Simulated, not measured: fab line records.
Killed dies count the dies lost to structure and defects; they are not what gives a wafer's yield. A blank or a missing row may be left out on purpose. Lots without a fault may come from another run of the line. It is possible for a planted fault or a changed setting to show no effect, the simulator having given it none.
fab line records    flow rit-cmos
record lots=6  wafers=18  last-day=7
route steps=202 shown PLDD@116 SPACER@125 NSD@131 PSD@142 SDANNEAL@153 SILICIDE@161 M1@202
lots that met no fault: taken from a fault-free run of the same line
start-h: start of the lot's first displayed wafer, in hours after the record's first day    wait-h: hours since the lot's step before    " as in the row above    L1.1+2: a row that stands for several wafers    - value missing, or start not given    * or withheld: withheld    < > ~ a bound
route shown NAME@n: NAME is a module with steps in the file, n the number in the route of the first one    usual: mean/standard deviation of fault-free wafers    same: alike in all rows    chamber/n: place in a boat    sites: readings site by site    _std_site: standard deviation across them    _edge_site: inner sites' mean taken away from outer sites' mean    radius-mm: how far each site lies from the wafer's centre    mask NAME#n: copy n    behind: the most recent tool/chamber to have shaped the wafer    hold: reason for holding the lot/hours on hold/outcome of the hold    device: transistor that didn't switch, given as n, p or np    end of line: the route-end tests of the same wafers    for a step that has no rows: nothing shown but its recipe    killed: dies that structure and defects cost at the first sort, which is not the same as the wafer's yield    map: per-die view of a wafer (x killed, . not killed, _ where there is no die)
set.NAME: the setting the step ran with; set.NAME@STEP: the setting that earlier step ran with    model.NAME: the simulator's own value behind a step, which no gauge read
lots at some steps of the route; a table a step, a row a wafer
services: from which hour (start-h, from the record's first day; less than 0 if before it) a tool's chamber was out of use, for how many hours, and why
## steps
# step RIT_PLDD_SOFTBAKE_02
# recipe resist=NOVOLAK  temp-c=90  time-s=60
# step RIT_PLDD_EXPOSE_03
# recipe mask-id=M8  na=0.57  target-cd-nm=40900  dose-mj=250
# step RIT_PLDD_PEB_04
# recipe resist=NOVOLAK  temp-c=withheld  time-s=withheld
# step RIT_PLDD_DEVELOP_05
# recipe resist=NOVOLAK  develop-time-s=50  dev-temp-c=23
# step RIT_PLDD_OVL_MEAS_06
# usual PLDD_OVL=0.1/1.4
lot.wafer  tool        chamber  start-h  wait-h  PLDD_OVL[nm]
L117.1     overlay-01  -        53.52    -       -0.9
L117.3     "           -        "        "       -2.0
L117.4     "           -        "        "       0.9
L120.1     overlay-01  -        68.08    -       -2.3
L120.3     "           -        "        "       -2.5
L120.5     "           -        "        "       -2.0
L129.1     overlay-02  -        113.38   -       0.4
L129.5     "           -        "        "       1.1
L129.6     "           -        "        "       -0.2
L128.1     overlay-01  -        113.65   -       1.9
L128.5     "           -        "        "       0.5
L128.6     "           -        "        "       -0.6
L130.4     overlay-02  -        117.02   -       2.8
L130.5     "           -        "        "       2.0
L130.6     "           -        "        "       3.7
L138.3     overlay-01  -        159.41   -       -2.2
L138.5     "           -        "        "       -2.7
L138.6     "           -        "        "       0.2
# step RIT_PLDD_HARDBAKE_07
# recipe resist=NOVOLAK  temp-c=140  time-s=60
# step RIT_PLDD_IMPLANT_08
# recipe species=BF2  energy-kev=19.68  dose-cm2=9e+14  tilt-deg=7
# step RIT_PLDD_STRIP_09
# recipe chemistry=O2  time-s=180  resist=NOVOLAK  platen-temp-c=withheld  power-w=500  pressure-mtorr=4000  o2-flow-sccm=4000
# usual drypump-motor-current-A=5.8/0.44  rf-refl-power-W=5.6/1.1
# same time-s=180
lot.wafer  tool             chamber  start-h  wait-h  drypump-motor-current-A  rf-hours-counter-h  rf-refl-power-W
L117.1     plasma-asher-04  0        53.85    0.1     6.3                      41                  5.3
L117.3     "                0        "        "       6.3                      -                   4.8
L117.4     "                1        "        "       5.3                      -                   4.3
L120.1     plasma-asher-04  0        68.41    0.1     6.3                      43                  5.2
L120.3     "                0        "        "       6.3                      -                   5.3
L120.5     "                0        "        "       6.3                      -                   5.2
L129.1     plasma-asher-02  0        113.72   0.1     6.0                      49                  5.2
L129.5     "                0        "        "       6.0                      -                   5.1
L129.6     "                1        "        "       6.0                      -                   6.8
L128.1     plasma-asher-04  0        113.98   0.1     6.2                      47                  5.0
L128.5     "                1        "        "       5.3                      -                   4.2
L128.6     "                0        "        "       6.2                      -                   4.8
L130.4     plasma-asher-04  1        117.40   0.1     5.3                      -                   4.4
L130.5     "                0        "        "       6.2                      -                   5.2
L130.6     "                1        "        "       5.3                      -                   4.3
L138.3     plasma-asher-01  0        159.79   0.1     6.2                      -                   7.3
L138.5     "                0        "        "       6.2                      -                   6.8
L138.6     "                1        "        "       5.2                      -                   6.0
# step RIT_PLDD_TW_MEAS_10
# usual PLDD_TW=2344/13
lot.wafer  tool           chamber  start-h  wait-h  PLDD_TW
L117.1     film-metro-01  -        54.03    0.1     2343
L117.3     "              -        "        "       2344
L117.4     "              -        "        "       2345
L120.1     film-metro-03  -        68.59    0.1     2346
L120.3     "              -        "        "       2361
L120.5     "              -        "        "       2363
L129.1     film-metro-03  -        113.90   0.1     2348
L129.5     "              -        "        "       2349
L129.6     "              -        "        "       2354
L128.1     film-metro-01  -        114.16   0.1     2356
L128.5     "              -        "        "       2338
L128.6     "              -        "        "       2345
L130.4     film-metro-01  -        117.54   0.1     2343
L130.5     "              -        "        "       2330
L130.6     "              -        "        "       2339
L138.3     film-metro-01  -        159.92   0.1     2341
L138.5     "              -        "        "       2356
L138.6     "              -        "        "       2341
# step RIT_SPACER_CLEAN_00
# recipe chemistry=SC1  mix=3:3:50  time-s=600  temp-c=75
# step RIT_SPACER_CLEAN_01
# recipe chemistry=dHF  dilution=50:1  time-s=30
# step RIT_SPACER_CLEAN_02
# recipe chemistry=SC2  mix=3:3:50  time-s=600  temp-c=75  dry=n2-spin
# step RIT_SPACER_CVD_03
# recipe material=Si3N4  target-thk-nm=250  temp-c=810  precursor=SiH2Cl2/NH3  time-s=3300  pressure-mtorr=300  sih2cl2-flow-sccm=60  nh3-flow-sccm=150
# usual spike-tc-source-C=832.8/1.9  susceptor-temp-C=810.0/0.34
lot.wafer  tool      chamber  start-h  wait-h  spike-tc-source-C  susceptor-temp-C  model.Si3N4_of_SPACER_CVD_03.thk-nm
L117.1     lpcvd-02  0        54.47    0.0     832.5              809.8             247.1
L117.3     "         0        "        "       832.6              809.9             248
L117.4     "         0        "        "       831.6              809.9             247.6
L120.1     lpcvd-01  1        69.20    0.0     830.8              810.4             248.6
L120.3     "         1        "        "       832.2              809.9             248
L120.5     "         1        "        "       833.3              809.6             247
L129.1     lpcvd-01  1        114.32   0.0     833.4              810.4             249
L129.5     "         1        "        "       833.3              810.6             248.8
L129.6     "         1        "        "       832.5              810.4             251.1
L128.1     lpcvd-02  1        115.36   0.8     833.3              810.0             128.6
L128.5     "         1        "        "       835.4              810.1             129.9
L128.6     "         1        "        "       835.5              810.4             129.7
L130.4     lpcvd-02  1        117.95   0.0     835.6              810.3             131.8
L130.5     "         1        "        "       836.4              810.4             133.2
L130.6     "         1        "        "       835.2              810.4             131.6
L138.3     lpcvd-01  0        160.33   0.0     830.0              809.9             251.3
L138.5     "         0        "        "       831.6              810.0             248.7
L138.6     "         0        "        "       831.2              809.8             249.5
# step RIT_SPACER_THK_MEAS_04
# recipe reads=Si3N4_of_SPACER_CVD_03
# usual SPACER_NITRIDE_THK=249.5/2.4
lot.wafer  tool           chamber  start-h  wait-h  SPACER_NITRIDE_THK[nm]
L117.1     film-metro-03  -        56.39    0.0     247.1
L117.3     "              -        "        "       248.1
L117.4     "              -        "        "       247.5
L120.1     film-metro-03  -        71.12    0.0     248.6
L120.3     "              -        "        "       247.8
L120.5     "              -        "        "       247.1
L129.1     film-metro-03  -        116.24   0.0     249.1
L129.5     "              -        "        "       248.6
L129.6     "              -        "        "       251.0
L128.1     film-metro-04  -        117.27   0.0     128.7
L128.5     "              -        "        "       129.9
L128.6     "              -        "        "       129.7
L130.4     film-metro-02  -        119.90   0.0     131.8
L130.5     "              -        "        "       133.2
L130.6     "              -        "        "       131.6
L138.3     film-metro-04  -        162.27   0.0     251.4
L138.5     "              -        "        "       248.7
L138.6     "              -        "        "       249.6
# step RIT_SPACER_ETCHBACK_05
# recipe target-depth-a=2500  SF6_flow_sccm=30  CHF3_flow_sccm=30  target=Si3N4  chemistry=SF6/CHF3  pressure-mtorr=40  rf-w=250  time-s=240  stop-on=SiO2
# usual drypump-motor-current-A=5.9/0.3  oes-product-au=0.843/0.013  throttle-valve-pct=10.21/0.14
# same time-s=240
lot.wafer  tool         chamber  start-h  wait-h  drypump-motor-current-A  oes-product-au  rf-hours-counter-h  throttle-valve-pct  model.etch.depth-nm
L117.1     rie-diel-04  2        56.45    0.1     6.0                      0.838           165                 10.27               247.1
L117.3     "            0        "        "       5.5                      0.858           82                  10.27               248
L117.4     "            3        "        "       5.6                      0.850           7                   10.21               247.6
L120.1     rie-diel-04  2        71.18    0.1     6.0                      0.845           165                 10.27               248.6
L120.3     "            0        "        "       5.5                      0.854           83                  10.26               248
L120.5     "            0        "        "       5.5                      0.849           -                   10.27               247
L129.1     rie-diel-04  2        116.30   0.1     6.0                      0.862           1                   10.26               249
L129.5     "            2        "        "       6.0                      0.861           -                   10.27               248.8
L129.6     "            1        "        "       5.9                      0.853           -                   10.30               251.1
L128.1     rie-diel-02  2        117.33   0.1     5.7                      0.548           56                  10.12               128.6
L128.5     "            3        "        "       5.5                      0.550           -                   9.95                129.9
L128.6     "            2        "        "       5.7                      0.560           -                   10.12               129.7
L130.4     rie-diel-04  0        119.93   0.0     5.5                      0.559           84                  10.17               131.8
L130.5     "            3        "        "       5.6                      0.556           -                   10.10               133.2
L130.6     "            2        "        "       6.1                      0.574           -                   10.17               131.6
L138.3     rie-diel-02  3        162.31   0.0     5.5                      0.845           6                   10.04               251.3
L138.5     "            2        "        "       5.7                      0.851           -                   10.23               248.7
L138.6     "            3        "        "       5.5                      0.853           -                   10.05               249.5
# step RIT_NSD_HMDS_00
# recipe prime-time-s=60  prime-temp-c=140
# step RIT_NSD_COAT_01
# recipe resist=NOVOLAK  spin-rpm=3250  resist-thk-nm=1000
# step RIT_NSD_SOFTBAKE_02
# recipe resist=NOVOLAK  temp-c=90  time-s=60
# step RIT_NSD_EXPOSE_03
# recipe mask-id=M9  na=0.57  target-cd-nm=40700  dose-mj=250
# step RIT_NSD_PEB_04
# recipe resist=NOVOLAK  temp-c=withheld  time-s=withheld
# step RIT_NSD_DEVELOP_05
# recipe resist=NOVOLAK  develop-time-s=50  dev-temp-c=23.72
# step RIT_NSD_OVL_MEAS_06
# usual NSD_OVL=-0.2/1.5
lot.wafer  tool        chamber  start-h  wait-h  NSD_OVL[nm]
L117.1     overlay-01  -        57.65    -       -1.3
L117.3     "           -        "        "       -1.9
L117.4     "           -        "        "       -1.1
L120.1     overlay-01  -        72.18    -       -1.0
L120.3     "           -        "        "       1.0
L120.5     "           -        "        "       -2.2
L129.1     overlay-01  -        117.42   -       0.1
L129.5     "           -        "        "       1.2
L129.6     "           -        "        "       0.2
L128.1     overlay-02  -        118.46   -       -1.5
L128.5     "           -        "        "       0.6
L128.6     "           -        "        "       1.2
L130.4     overlay-01  -        120.95   -       -1.6
L130.5     "           -        "        "       -0.4
L130.6     "           -        "        "       -1.6
L138.3     overlay-02  -        163.53   -       0.8
L138.5     "           -        "        "       -0.9
L138.6     "           -        "        "       -1.3
# step RIT_NSD_HARDBAKE_07
# recipe resist=NOVOLAK  temp-c=140  time-s=60
# step RIT_NSD_IMPLANT_08
# recipe species=P  energy-kev=25  dose-cm2=1e+15  tilt-deg=7
# step RIT_NSD_STRIP_09
# recipe chemistry=O2  time-s=180  resist=NOVOLAK  platen-temp-c=withheld  power-w=500  pressure-mtorr=4000  o2-flow-sccm=4000
# usual drypump-motor-current-A=5.9/0.31  rf-refl-power-W=6.4/0.7
# same time-s=180
lot.wafer  tool             chamber  start-h  wait-h  drypump-motor-current-A  rf-hours-counter-h  rf-refl-power-W
L117.1     plasma-asher-01  0        57.98    0.1     6.2                      38                  7.2
L117.3     "                0        "        "       6.2                      -                   7.2
L117.4     "                1        "        "       5.2                      -                   5.9
L120.1     plasma-asher-01  1        72.52    0.1     5.2                      40                  6.1
L120.3     "                0        "        "       6.2                      -                   7.5
L120.5     "                0        "        "       6.2                      -                   7.6
L129.1     plasma-asher-01  0        117.76   0.1     6.2                      0                   7.2
L129.5     "                0        "        "       6.2                      -                   7.3
L129.6     "                1        "        "       5.2                      -                   6.2
L128.1     plasma-asher-02  1        118.80   0.1     6.0                      50                  6.9
L128.5     "                1        "        "       6.0                      -                   7.0
L128.6     "                0        "        "       6.0                      -                   5.4
L130.4     plasma-asher-02  0        121.33   0.1     6.0                      -                   5.3
L130.5     "                0        "        "       6.0                      -                   5.3
L130.6     "                1        "        "       6.0                      -                   6.9
L138.3     plasma-asher-03  0        163.92   0.1     6.1                      -                   5.7
L138.5     "                1        "        "       5.8                      -                   6.8
L138.6     "                0        "        "       6.1                      -                   5.7
# step RIT_NSD_TW_MEAS_10
# usual NSD_TW=3120/19
lot.wafer  tool           chamber  start-h  wait-h  NSD_TW
L117.1     film-metro-01  -        58.16    0.1     3111
L117.3     "              -        "        "       3116
L117.4     "              -        "        "       3128
L120.1     film-metro-02  -        72.69    0.1     3093
L120.3     "              -        "        "       3081
L120.5     "              -        "        "       3087
L129.1     film-metro-03  -        117.93   0.1     3131
L129.5     "              -        "        "       3141
L129.6     "              -        "        "       3138
L128.1     film-metro-01  -        118.97   0.1     3133
L128.5     "              -        "        "       3124
L128.6     "              -        "        "       3127
L130.4     film-metro-01  -        121.47   0.1     3130
L130.5     "              -        "        "       3127
L130.6     "              -        "        "       3144
L138.3     film-metro-03  -        164.05   0.1     3135
L138.5     "              -        "        "       3128
L138.6     "              -        "        "       3138
# step RIT_PSD_HMDS_00
# recipe prime-time-s=60  prime-temp-c=140
# step RIT_PSD_COAT_01
# recipe resist=NOVOLAK  spin-rpm=3250  resist-thk-nm=1000
# step RIT_PSD_SOFTBAKE_02
# recipe resist=NOVOLAK  temp-c=90  time-s=60
# step RIT_PSD_EXPOSE_03
# recipe mask-id=M10  na=0.57  target-cd-nm=40900  dose-mj=250
# step RIT_PSD_PEB_04
# recipe resist=NOVOLAK  temp-c=withheld  time-s=withheld
# step RIT_PSD_DEVELOP_05
# recipe resist=NOVOLAK  develop-time-s=50  dev-temp-c=23
# step RIT_PSD_OVL_MEAS_06
# usual PSD_OVL=0.1/1.3
lot.wafer  tool        chamber  start-h  wait-h  PSD_OVL[nm]
L117.1     overlay-02  -        59.07    -       2.7
L117.3     "           -        "        "       -0.5
L117.4     "           -        "        "       -0.2
L120.1     overlay-01  -        73.73    -       0.2
L120.3     "           -        "        "       0.3
L120.5     "           -        "        "       1.7
L129.1     overlay-02  -        118.97   -       0.0
L129.5     "           -        "        "       0.5
L129.6     "           -        "        "       -0.4
L128.1     overlay-01  -        119.88   -       -0.3
L128.5     "           -        "        "       0.6
L128.6     "           -        "        "       2.2
L130.4     overlay-01  -        122.66   -       0.6
L130.5     "           -        "        "       -1.2
L130.6     "           -        "        "       0.6
L138.3     overlay-01  -        165.16   -       -0.1
L138.5     "           -        "        "       -2.1
L138.6     "           -        "        "       -2.4
# step RIT_PSD_HARDBAKE_07
# recipe resist=NOVOLAK  temp-c=141  time-s=60
# step RIT_PSD_IMPLANT_08
# recipe species=BF2  energy-kev=27  dose-cm2=5e+15  tilt-deg=7
# step RIT_PSD_STRIP_09
# recipe chemistry=O2  time-s=180  resist=NOVOLAK  platen-temp-c=withheld  power-w=500  pressure-mtorr=4000  o2-flow-sccm=4000
# usual drypump-motor-current-A=5.8/0.41  rf-refl-power-W=6.1/0.95
# same time-s=180
lot.wafer  tool             chamber  start-h  wait-h  drypump-motor-current-A  rf-hours-counter-h  rf-refl-power-W
L117.1     plasma-asher-04  0        59.41    0.1     6.2                      41                  5.1
L117.3     "                1        "        "       5.3                      -                   4.1
L117.4     "                0        "        "       6.2                      -                   4.6
L120.1     plasma-asher-04  0        74.06    0.1     6.3                      43                  5.1
L120.3     "                1        "        "       5.3                      -                   4.3
L120.5     "                1        "        "       5.3                      -                   4.3
L129.1     plasma-asher-04  0        119.31   0.1     6.3                      48                  4.7
L129.5     "                0        "        "       6.3                      -                   5.2
L129.6     "                1        "        "       5.3                      -                   3.9
L128.1     plasma-asher-01  1        120.22   0.1     5.2                      0                   6.0
L128.5     "                0        "        "       6.2                      -                   7.5
L128.6     "                1        "        "       5.2                      -                   5.9
L130.4     plasma-asher-03  0        123.04   0.1     6.1                      -                   6.1
L130.5     "                1        "        "       5.7                      -                   6.9
L130.6     "                0        "        "       6.1                      -                   5.9
L138.3     plasma-asher-04  1        165.54   0.1     5.3                      -                   4.2
L138.5     "                1        "        "       5.3                      -                   4.2
L138.6     "                0        "        "       6.3                      -                   4.5
# step RIT_PSD_TW_MEAS_10
# usual PSD_TW=3428/23
lot.wafer  tool           chamber  start-h  wait-h  PSD_TW
L117.1     film-metro-02  -        59.58    0.1     3401
L117.3     "              -        "        "       3425
L117.4     "              -        "        "       3434
L120.1     film-metro-01  -        74.24    0.1     3460
L120.3     "              -        "        "       3467
L120.5     "              -        "        "       3456
L129.1     film-metro-01  -        119.48   0.1     3414
L129.5     "              -        "        "       3414
L129.6     "              -        "        "       3424
L128.1     film-metro-02  -        120.39   0.1     3420
L128.5     "              -        "        "       3400
L128.6     "              -        "        "       3415
L130.4     film-metro-02  -        123.18   0.1     3426
L130.5     "              -        "        "       3405
L130.6     "              -        "        "       3401
L138.3     film-metro-03  -        165.68   0.1     3464
L138.5     "              -        "        "       3462
L138.6     "              -        "        "       3457
# step RIT_SDANNEAL_CLEAN_00
# recipe chemistry=SC1  mix=3:3:50  time-s=600  temp-c=75
# step RIT_SDANNEAL_CLEAN_01
# recipe chemistry=dHF  dilution=50:1  time-s=30
# step RIT_SDANNEAL_CLEAN_02
# recipe chemistry=SC2  mix=3:3:50  time-s=600  temp-c=75  dry=n2-spin
# step RIT_SDANNEAL_RTA_03
# recipe temp-c=1050  time-s=5  idle-temp-c=600  ramp-up-c-per-s=342  ramp-down-c-per-s=171  cool-to-c=600  ambient=N2
# usual ramp-down-c-per-s=171.00/0.033  ramp-up-c-per-s=342.00/0.06  wafer_temp_C_max=1053.5/1.1
# same time-s=5
lot.wafer  tool           chamber  start-h  wait-h  ramp-down-c-per-s  ramp-up-c-per-s  wafer_temp_C_max
L117.1     rtp-anneal-01  0        60.04    0.0     171.00             342.00           1052.7
L117.3     "              0        "        "       171.08             341.96           1055.3
L117.4     "              0        "        "       170.97             341.96           1054.2
L120.1     rtp-anneal-02  0        74.70    0.0     170.98             341.94           1054.8
L120.3     "              0        "        "       170.99             342.09           1052.5
L120.5     "              0        "        "       171.02             342.01           1054.1
L129.1     rtp-anneal-02  0        119.92   0.0     171.03             341.98           1053.9
L129.5     "              0        "        "       170.99             342.00           1056.6
L129.6     "              0        "        "       171.02             342.13           1054.2
L128.1     rtp-anneal-02  0        120.84   0.0     170.92             342.04           1053.7
L128.5     "              0        "        "       171.02             342.05           1053.0
L128.6     "              0        "        "       170.96             341.94           1052.0
L130.4     rtp-anneal-02  0        123.68   0.0     170.97             341.82           1052.8
L130.5     "              0        "        "       171.02             341.96           1052.6
L130.6     "              0        "        "       170.98             342.02           1055.8
L138.3     rtp-anneal-02  0        166.11   0.0     171.04             341.96           1053.0
L138.5     "              0        "        "       171.02             342.00           1054.0
L138.6     "              0        "        "       170.99             341.99           1052.2
# step RIT_SDANNEAL_RS_MEAS_04
# recipe thk-meas-gauge=four-point-probe
# usual PSD_RS=115.9/0.33
lot.wafer  tool           chamber  start-h  wait-h  PSD_RS[ohm/sq]
L117.1     film-metro-03  -        60.10    0.0     116.1
L117.3     "              -        "        "       116.0
L117.4     "              -        "        "       115.8
L120.1     film-metro-03  -        74.75    0.0     116.5
L120.3     "              -        "        "       116.6
L120.5     "              -        "        "       116.3
L129.1     film-metro-01  -        119.98   0.0     115.7
L129.5     "              -        "        "       115.8
L129.6     "              -        "        "       116.0
L128.1     film-metro-02  -        120.90   0.0     116.1
L128.5     "              -        "        "       115.8
L128.6     "              -        "        "       115.9
L130.4     film-metro-02  -        123.77   0.1     115.8
L130.5     "              -        "        "       116.2
L130.6     "              -        "        "       115.9
L138.3     film-metro-03  -        166.18   0.1     115.0
L138.5     "              -        "        "       115.4
L138.6     "              -        "        "       115.5
# step RIT_SILICIDE_WET_ETCH_00
# recipe chemistry=BOE  target=SiO2  target-depth-nm=14  time-s=15  dry=n2-spin  dilution=10:1  temp-c=21.5
# same time-s=15
lot.wafer  tool          chamber  start-h  wait-h  model.Si3N4_of_SPACER_CVD_03.thk-nm
L117.1     wet-bench-03  3        60.58    0.1     193.3
L117.3     "             3        "        "       193.8
L117.4     "             3        "        "       193.6
L120.1     wet-bench-02  0        75.23    0.1     193.8
L120.3     "             0        "        "       193.5
L120.5     "             0        "        "       193
L129.1+5   wet-bench-03  2        120.46   0.1     194.1
L129.6     "             2        "        "       196.4
L128.1     wet-bench-02  1        121.38   0.1     99.53
L128.5     "             1        "        "       100.6
L128.6     "             1        "        "       100.3
L130.4     wet-bench-02  3        124.19   0.0     102.6
L130.5     "             3        "        "       103.6
L130.6     "             3        "        "       102.1
L138.3     wet-bench-03  0        166.62   0.1     195.6
L138.5     "             0        "        "       192.7
L138.6     "             0        "        "       194.3
# step RIT_M1_PROBE_99
# usual killed_at_M0_to_M3=0.0/0.14  killed-at-contacts=0.1/0.29  killed-at-front-end=6.3/2.8  killed-dies=6.4/2.8  killed-open=3.3/1.7  killed-short=3.1/1.9
# same gross-dies=264  killed_at_M4_up=0  killed-at-back-side=0  killed-at-other=0
lot.wafer  tool       chamber  start-h  wait-h  killed_at_M0_to_M3  killed-at-contacts  killed-at-front-end  killed-dies  killed-open  killed-short  model.etest.pldd.width-nm  model.etest.nldd.width-nm  model.etest.nplus-sal.width-nm  model.etest.pplus-sal.width-nm  model.etest.pwell-pinched.rs-ohm-sq  model.etest.nwell-pinched.rs-ohm-sq  model.etest.well-edge-right.line-ohm-um  model.etest.well-edge-left.line-ohm-um
L117.1     prober-01  -        68.46    0.1     0                   0                   6                    6            3            3             3143                       3133                       3442                            3430                            451.5                                345.7                                188.3                                    185.7
L117.3     prober-01  -        68.56    0.2     0                   0                   11                   11           7            4             3151                       3160                       3428                            3422                            455.8                                344.8                                187.5                                    186.2
L117.4     prober-01  -        68.61    0.2     0                   0                   4                    4            3            1             3148                       3144                       3420                            3415                            461.1                                346.4                                187.5                                    186.6
L120.1     prober-02  -        83.66    0.1     0                   0                   3                    3            1            2             3149                       3175                       3430                            3441                            459.9                                340                                  187.5                                    183
L120.3     prober-02  -        83.76    0.2     0                   0                   4                    4            0            4             3173                       3166                       3445                            3448                            465.8                                340.7                                186.9                                    183.7
L120.5     prober-02  -        83.86    0.2     0                   0                   7                    7            4            3             3149                       3164                       3418                            3421                            461.2                                341.6                                187.7                                    183.6
L129.1     prober-02  -        128.67   0.1     0                   0                   4                    4            4            0             3150                       3142                       3424                            3425                            458.2                                345.6                                187.3                                    189.8
L129.5     prober-02  -        128.87   0.2     0                   0                   9                    9            5            4             3147                       3166                       3443                            3444                            456.6                                343.2                                185.1                                    186.1
L129.6     prober-02  -        128.92   0.2     0                   0                   6                    6            3            3             3168                       3143                       3421                            3428                            462.6                                336.5                                187.7                                    184.9
L128.1     prober-01  -        128.68   0.1     0                   0                   7                    7            4            3             3351                       3334                       3616                            3601                            571.8                                424.4                                229                                      223.9
L128.5     prober-01  -        128.88   0.2     0                   0                   4                    4            2            2             3323                       3328                       3621                            3618                            574.9                                421.5                                226                                      223.8
L128.6     prober-01  -        128.93   0.2     0                   0                   10                   10           5            5             3334                       3337                       3614                            3617                            563.3                                424.4                                226                                      226.4
L130.4     prober-02  -        131.31   0.2     1                   0                   3                    4            2            2             -                          -                          -                               -                               -                                    -                                    -                                        -
L130.5     prober-02  -        131.36   0.2     0                   0                   5                    5            4            1             -                          -                          -                               -                               -                                    -                                    -                                        -
L130.6     prober-02  -        131.41   0.2     0                   0                   6                    6            2            4             3343                       3330                       3608                            3618                            559.3                                418.4                                225.2                                    224.4
L138.3     prober-02  -        173.69   0.2     0                   0                   2                    2            2            0             3170                       3176                       3446                            3448                            455.5                                345.8                                186.9                                    187.2
L138.5     prober-02  -        173.79   0.2     0                   1                   6                    7            2            5             3186                       3175                       3448                            3474                            464.8                                350.7                                185.1                                    185.3
L138.6     prober-02  -        173.84   0.2     0                   1                   1                    2            1            1             3182                       3167                       3438                            3450                            463.1                                345                                  185                                      185.5
# killed by level:class
L117.1 SILICIDE:geometric-particle:open=2 FOX1:geometric-particle:short=1 GATE:geometric-particle:open=1 SPACER:geometric-particle:short=1 SILICIDE:geometric-particle:short=1
L117.3 GATE:geometric-particle:open=5 GATE:geometric-particle:short=2 FOX2:geometric-particle:open=1 REOX:geometric-particle:short=1 SPACER:geometric-particle:open=1 SILICIDE:geometric-particle:short=1
L117.4 FOX1:geometric-particle:short=1 GATE:geometric-particle:open=1 REOX:geometric-particle:open=1 SILICIDE:geometric-particle:open=1
L120.1 FOX1:geometric-particle:short=1 REOX:geometric-particle:short=1 SILICIDE:geometric-particle:open=1
L120.3 GATE:geometric-particle:short=3 SPACER:geometric-particle:short=1
L120.5 SILICIDE:geometric-particle:short=3 GATE:geometric-particle:open=2 FOX2:geometric-particle:open=1 SILICIDE:geometric-particle:open=1
L129.1 SPACER:geometric-particle:open=3 GATE:geometric-particle:open=1
L128.1 FOX1:geometric-particle:short=2 REOX:geometric-particle:open=2 GATE:geometric-particle:short=1 GATE:geometric-particle:open=1 SPACER:geometric-particle:open=1
L129.5 GATE:geometric-particle:short=2 GATE:geometric-particle:open=2 REOX:geometric-particle:open=2 FOX1:geometric-particle:open=1 FOX1:geometric-particle:short=1 FOX2:geometric-particle:short=1
L128.5 SILICIDE:geometric-particle:short=2 SILICIDE:geometric-particle:open=2
L129.6 GATE:geometric-particle:short=2 SPACER:geometric-particle:open=2 FOX1:geometric-particle:short=1 REOX:geometric-particle:open=1
L128.6 FOX1:geometric-particle:short=2 GATE:geometric-particle:open=2 SILICIDE:geometric-particle:short=2 SILICIDE:geometric-particle:open=2 FOX1:geometric-particle:open=1 GATE:geometric-particle:short=1
L130.4 GATE:geometric-particle:short=1 GATE:geometric-particle:open=1 SPACER:geometric-particle:open=1 M1:geometric-particle:short=1
L130.5 SILICIDE:geometric-particle:open=2 FOX2:geometric-particle:open=1 GATE:geometric-particle:open=1 GATE:geometric-particle:short=1
L130.6 GATE:geometric-particle:short=4 FOX2:geometric-particle:open=1 GATE:geometric-particle:open=1
L138.3 FOX1:geometric-particle:open=1 GATE:geometric-particle:open=1
L138.5 GATE:geometric-particle:short=4 FOX2:geometric-particle:open=1 SPACER:geometric-particle:short=1 CONTACT:geometric-particle:open=1
L138.6 GATE:geometric-particle:open=1 CONTACT:geometric-particle:short=1
## services
tool             chamber  start-h  hours  kind
plasma-asher-04  -        40.20    13.1   repair
rie-diel-02      0        60.45    4.0    repair
rie-diel-04      2        71.33    -      clean
rie-diel-04      2        71.33    14.6   scheduled-down
rie-diel-04      2        71.33    14.6   vent-cycle
plasma-asher-03  -        71.77    2.8    pm
rie-diel-04      3        77.90    5.4    repair
plasma-asher-04  -        83.19    3.2    repair
rie-diel-02      3        101.76   7.7    repair
plasma-asher-01  -        108.75   9.0    pm
plasma-asher-01  0        108.75   9.0    vent-cycle
plasma-asher-01  1        108.75   9.0    vent-cycle
rie-diel-02      -        110.99   0.8    repair
plasma-asher-01  0        117.75   -      clean
plasma-asher-01  1        117.75   -      clean
plasma-asher-04  -        139.44   1.2    repair
plasma-asher-02  -        152.50   10.0   pm
## key
first-sign step=RIT_SPACER_THK_MEAS_04  reading=SPACER_NITRIDE_THK  direction=down  sigmas=50  usual=249.5  struck=130.8
effect step=RIT_SPACER_ETCHBACK_05  reading=oes-product-au  direction=down  sigmas=21  usual=0.843  struck=0.558
model-effect step=RIT_SPACER_CVD_03  value=Si3N4_of_SPACER_CVD_03.thk-nm  without=248.4  struck=130.8
model-effect step=RIT_SPACER_ETCHBACK_05  value=etch.depth-nm  without=248.4  struck=130.8
model-effect step=RIT_SILICIDE_WET_ETCH_00  value=Si3N4_of_SPACER_CVD_03.thk-nm  without=193.8  struck=101.5
model-effect step=RIT_M1_PROBE_99  value=etest.pldd.width-nm  without=3146  struck=3338
met-at RIT_SPACER_CVD_03
struck-wafers L128.1,L128.5,L128.6,L130.4,L130.5,L130.6
tester-left-out L128,L130
also-fits RIT_PLDD_STRIP_09:plasma-asher-04
fault kind=process-parameter-drift  tool=lpcvd-02  chamber=1  onset-h=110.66  steps=RIT_SPACER_CVD_03  channel=target-thk-nm  offset=-117.62  shape=step  end-h=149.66  acts-in=these-recipes-only  stated=250
# tester-left-out: of these lots the tester's yield and bins aren't shown, on N5 and GAA mostly nor the transistor test; their killed dies are dies lost to structure and defects alone, not to doping, threshold or leakage, so they don't give the yield
